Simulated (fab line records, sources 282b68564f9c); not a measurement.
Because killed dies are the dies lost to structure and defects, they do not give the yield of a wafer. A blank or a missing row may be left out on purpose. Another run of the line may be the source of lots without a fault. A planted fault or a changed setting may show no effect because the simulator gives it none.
Comparing a struck lot with a sound one	flow rit_cmos	34 out of 202 route steps
Sound: the wafers L701.1, L701.2, L701.5. The struck wafers were L715.1, L715.2, L715.6. The cause comes at the end.
At each step with rows: each side's tool, then ch and its chambers, then its first start. Under that, the readings that differ: sound wafers	struck wafers	difference of the means	sigmas: that difference in standard deviations of wafers without a fault.
alike: readings whose means differ by less than 2 such deviations, and words and numbers that are the same on both sides. not compared: withheld readings, readings that some wafer has no value for, bounds like >300 that may hide the same value, and numbers for which the record gives no deviation and whose values overlap.
The two part at a step that has a row with sigmas, a row that says differs or no value, or rows on one side only. Numbers that have no deviation but don't overlap get no sigmas and don't part them. A reading missing from all wafers of one side parts the sides only when that side holds two or more wafers.

RIT_PLDD_OVL_MEAS_06:
  sound: overlay-01 at day 4 12:53; struck: overlay-02 at day 7 08:23
reading	sound	struck	difference	sigmas
PLDD_OVL (nm)	-2.1 -1.9 -0.7	0.2 1.3 1.1	+2.4	+2
then, 2 steps without rows for these wafers: RIT_PLDD_HARDBAKE_07 (time 60 s); RIT_PLDD_IMPLANT_08.
RIT_PLDD_STRIP_09: strips in O2, time 180 s.
  sound on plasma_asher-04 ch 0,1, day 4 13:13; struck on plasma_asher-03 ch 0,1, day 7 08:43
  alike: drypump_motor_current_A
  not compared: rf_hours_counter_h
RIT_PLDD_TW_MEAS_10:
  sound: film_metro-01 at day 4 13:24; struck: film_metro-03 at day 7 08:53
  alike: PLDD_TW
then, 4 steps without rows for these wafers: RIT_SPACER_CLEAN_00 (cleans in SC1, time 600 s); RIT_SPACER_CLEAN_01 (cleans in dHF, time 30 s); RIT_SPACER_CLEAN_02 (cleans in SC2, time 600 s); RIT_SPACER_CVD_03 (deposits Si3N4 from SiH2Cl2/NH3, target thk 250 nm, time 3300 s).
RIT_SPACER_THK_MEAS_04:
  sound: film_metro-01 at day 4 15:46; struck: film_metro-04 at day 7 11:40
  alike: SPACER_NITRIDE_THK
RIT_SPACER_ETCHBACK_05: etches Si3N4 in SF6/CHF3, stops on SiO2, target depth 250 nm, time 240 s.
  sound on rie_diel-02 ch 1,2, day 4 15:49; struck on rie_diel-02 ch 2,3, day 7 11:43
  alike: CHF3_flow_sccm, drypump_motor_current_A, oes_product_au, throttle_valve_pct
  not compared: rf_hours_counter_h
then, 1 step without rows for these wafers: RIT_NSD_HMDS_00 (prime time 60 s).
RIT_NSD_COAT_01: resist thk 1000 nm.
  struck on litho_track-01, day 7 12:01; sound on litho_track-04 ch 0, day 4 16:08
  no value came back on the struck wafers for chill_plate_temp_C (C), dispense_pressure_kPa (kPa); on the sound wafers chill_plate_temp_C (C) reads 23.29 23.12 23.14
then, 4 steps without rows for these wafers: RIT_NSD_SOFTBAKE_02 (time 60 s); RIT_NSD_EXPOSE_03 (exposes mask M9, target cd 40700 nm); RIT_NSD_PEB_04; RIT_NSD_DEVELOP_05 (develop time 50 s).
RIT_NSD_OVL_MEAS_06:
  sound: overlay-02 at day 4 16:50; struck: overlay-01 at day 7 12:51
reading	sound	struck	difference	sigmas
NSD_OVL (nm)	-2.2 0.9 -2.4	- - -	no value on the struck wafers	
then, 2 steps without rows for these wafers: RIT_NSD_HARDBAKE_07 (time 60 s); RIT_NSD_IMPLANT_08.
RIT_NSD_STRIP_09: strips in O2, time 180 s.
  sound on plasma_asher-01 ch 0,1, day 4 17:10; struck on plasma_asher-01 ch 0,1, day 7 13:11
  alike: drypump_motor_current_A
  not compared: rf_hours_counter_h
RIT_NSD_TW_MEAS_10:
  sound: film_metro-01 at day 4 17:20; struck: film_metro-04 at day 7 13:22
  alike: NSD_TW
then, 6 steps without rows for these wafers: RIT_PSD_HMDS_00 (prime time 60 s); RIT_PSD_COAT_01 (resist thk 1000 nm); RIT_PSD_SOFTBAKE_02 (time 60 s); RIT_PSD_EXPOSE_03 (exposes mask M10, target cd 40900 nm); RIT_PSD_PEB_04; RIT_PSD_DEVELOP_05 (develop time 50 s).
RIT_PSD_OVL_MEAS_06:
  sound: overlay-02 at day 4 18:15; struck: overlay-02 at day 7 14:36
  alike: PSD_OVL
then, 2 steps without rows for these wafers: RIT_PSD_HARDBAKE_07 (time 60 s); RIT_PSD_IMPLANT_08.
RIT_PSD_STRIP_09: strips in O2, time 180 s.
  sound on plasma_asher-03 ch 0,1, day 4 18:35; struck on plasma_asher-03 ch 0,1, day 7 15:01
  alike: drypump_motor_current_A
  not compared: rf_hours_counter_h
RIT_PSD_TW_MEAS_10:
  sound: film_metro-01 at day 4 18:46; struck: film_metro-03 at day 7 15:25
reading	sound	struck	difference	sigmas
PSD_TW	3441 3425 3437	3603 3617 3620	+179	+7
  not compared: hold
RIT_M1_PROBE_99:
  sound: prober-01 at day 5 02:40; struck: prober-01 at day 8 02:26
reading	sound	struck	difference	sigmas
hold	- - -	await_dispo/4.4h/scrap await_dispo/4.4h/scrap await_dispo/4.4h/scrap	no value on the sound wafers	
killed_at_front_end	14 8 5	264 264 264	+255	+85
killed_dies	14 8 5	264 264 264	+255	+85
killed_on_rim	5 2 3	70 70 70	+67	+48
  alike: killed_open, killed_short

## WHERE THEY PART
At RIT_PLDD_OVL_MEAS_06 first; at RIT_M1_PROBE_99 last (within this record only).

WHY: whatever the simulator had introduced
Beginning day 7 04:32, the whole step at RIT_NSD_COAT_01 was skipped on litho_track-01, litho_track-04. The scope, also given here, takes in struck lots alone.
